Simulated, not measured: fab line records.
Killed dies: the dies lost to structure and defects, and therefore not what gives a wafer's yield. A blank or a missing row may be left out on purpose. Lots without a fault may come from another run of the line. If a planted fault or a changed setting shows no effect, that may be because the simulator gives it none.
Problem report, 8D (eight disciplines) form, completed by code    flow rit_cmos    the parts of the form that need people (team, actions taken, sign-off) are left out

## 1. WHAT IS WRONG
Mean of killed_at_front_end at RIT_M1_PROBE_99: 28.8 across 6 wafers in 2 lots; on wafers with no fault it is 6.9 (standard deviation 2.8). That is +7.8 standard deviations from the usual mean.
First seen on wafer L983.1, day 8 05:17, on prober-02. Wafers with a number at this step in the record: 6, from 2 lots. Rule for "out" (also "out of limits"): further than 4 standard deviations from the usual mean. All remaining wafers that have a number are taken as sound.

## 2. WHAT IT IS, WHAT IT ISN'T
question                     is                                               is not
which readings at this step  killed_at_front_end, killed_dies, killed_on_rim  killed_at_M0_to_M3, killed_at_contacts, killed_open, killed_short
which lots                   L983, L984                                       -
which wafers of those lots   all that have a number                           -
read on which tools          prober-01, prober-02                             -
when                         from day 8 05:17                                 up to then (0 sound wafers)

## 3. WHAT RULES OUT EACH SUSPECT
Counting: any tool at a process step up to the reading is kept as a suspect provided that every lot that is out went through it and no sound lot did after the first of them.
- wet_bench-02 at RIT_SDANNEAL_CLEAN_02 (cleans in SC2, time 600 s): kept. It ran every lot that is out, first L983 (day 7 21:22), and no sound lot after that.
The count leaves wet_bench-02 at RIT_SDANNEAL_CLEAN_02.

## 4. THE CAUSE (what the simulator had put in)
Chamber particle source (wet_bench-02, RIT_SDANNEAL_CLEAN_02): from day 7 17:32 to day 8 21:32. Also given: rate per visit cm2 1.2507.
Counting left only this tool.

## 5. THE EFFECT CHAIN, in route order
Rows list readings where the struck wafers' mean (over those with a number) sits beyond 3 standard deviations from the usual. Only readings whose record carries a usual standard deviation are examined. hours: median over the lots of the time between each lot's start at the first step of this table that gives one and its start at this step. sigmas: the change, counted in usual standard deviations.
hours  step             reading              usual  on struck wafers  change  sigmas
0      RIT_M1_PROBE_99  killed_at_front_end  6.9    28.8              +21.9   +7.8
0      RIT_M1_PROBE_99  killed_dies          7.1    28.8              +21.7   +7.8
0      RIT_M1_PROBE_99  killed_on_rim        1.8    10.2              +8.4    +6.4
Process steps it contains:
- RIT_M1_PROBE_99

## 6. HOW IT WOULD HAVE BEEN CAUGHT EARLIER
First out-of-limits reading in this record: day 8 05:17, which is 12 hours after fault onset at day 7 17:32.
No tool reading at RIT_SDANNEAL_CLEAN_02 that has a usual standard deviation in the record was out on any struck wafer, so an alarm limit of 4 standard deviations on those readings would not have fired.
Each of the lots that are out, 2 in all, had begun RIT_SDANNEAL_CLEAN_02 on wet_bench-02 no later than day 8 05:17. None of them would have been spared by holding the tool at that moment.
